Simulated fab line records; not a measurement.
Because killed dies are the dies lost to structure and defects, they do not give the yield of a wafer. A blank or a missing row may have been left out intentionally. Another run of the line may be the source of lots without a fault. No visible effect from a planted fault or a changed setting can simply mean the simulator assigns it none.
2 desks, one fault    flow berkeley-cmos170    each desk has only its own numbers; what lay behind them comes last

DESK OF THE TOOL OWNER: implanter-01
UCB170_NLDD_IMPLANT_08, tool's own readings: per-lot mean of the sampled wafers with a number, covering each lot this tool ran. A lot is out of limits, marked OUT, if its mean lies more than 4 standard deviations from the usual mean; the brackets give that distance.
Columns: A = beam-energy-keV at UCB170_NLDD_IMPLANT_08, usual 30.002; B = tilt-deg at UCB170_NLDD_IMPLANT_08, usual 7.002 degrees
lot   first seen here  A                         B
L922  day 6 22:02      29.996                    6.980
L923  day 7 23:13      30.007                    6.981
L929  day 8 22:55      28.873 (-99 or more) OUT  7.014
L928  day 8 23:55      28.867 (-99 or more) OUT  7.019
Finding of this desk: L928, L929 out of limits; the first was L929 at day 8 22:55, on beam-energy-keV at UCB170_NLDD_IMPLANT_08. Within limits: L922, L923.

FROM THE METROLOGY DESK
Means of the sampled wafers that have a number, per lot and without regard to the tool the lot ran on: this is what the gauges read. A lot is out of limits, marked OUT, if its mean lies more than 4 standard deviations from the usual mean; the brackets give that distance.
Columns: A = cd-nm at UCB170_CONTACT_CD_MEAS_90, usual 699.9 nm
lot   first seen here  A
L922  day 7 16:19      702.5
L923  day 8 21:59      700.3
L924  day 9 14:23      699.6
L925  day 9 14:52      697.9
L928  day 9 18:18      700.4
L929  day 9 18:24      700.4
L931  day 10 02:49     702.1
L936  day 11 10:07     697.9
L937  day 11 19:19     699.8
L938  day 11 19:53     700.9
L940  day 12 07:37     699.3
L942  day 12 07:44     699.8
L945  day 13 03:22     697.4
L944  day 14 11:38     699.1
This desk's verdict: no lot among the 14 shows anything out of limits.

ALL TOGETHER
At day 8 22:55, on L928, L929, the tool owner's desk was in a position to raise an alarm.
Metrology desk: nothing out of limits seen.
The metrology desk holds a record of L928, L929, inside its limits.
On implanter-01, each named lot ran UCB170_NLDD_IMPLANT_08.

WHAT THE SIMULATOR HAD PUT IN
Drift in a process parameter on implanter-01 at UCB170_NLDD_IMPLANT_08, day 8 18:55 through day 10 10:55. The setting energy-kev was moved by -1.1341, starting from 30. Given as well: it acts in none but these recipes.
Lots struck among those shown: L928, L929.
How many hours passed from the start of the fault until each desk's first out-of-limits reading: the tool owner's desk, 4.
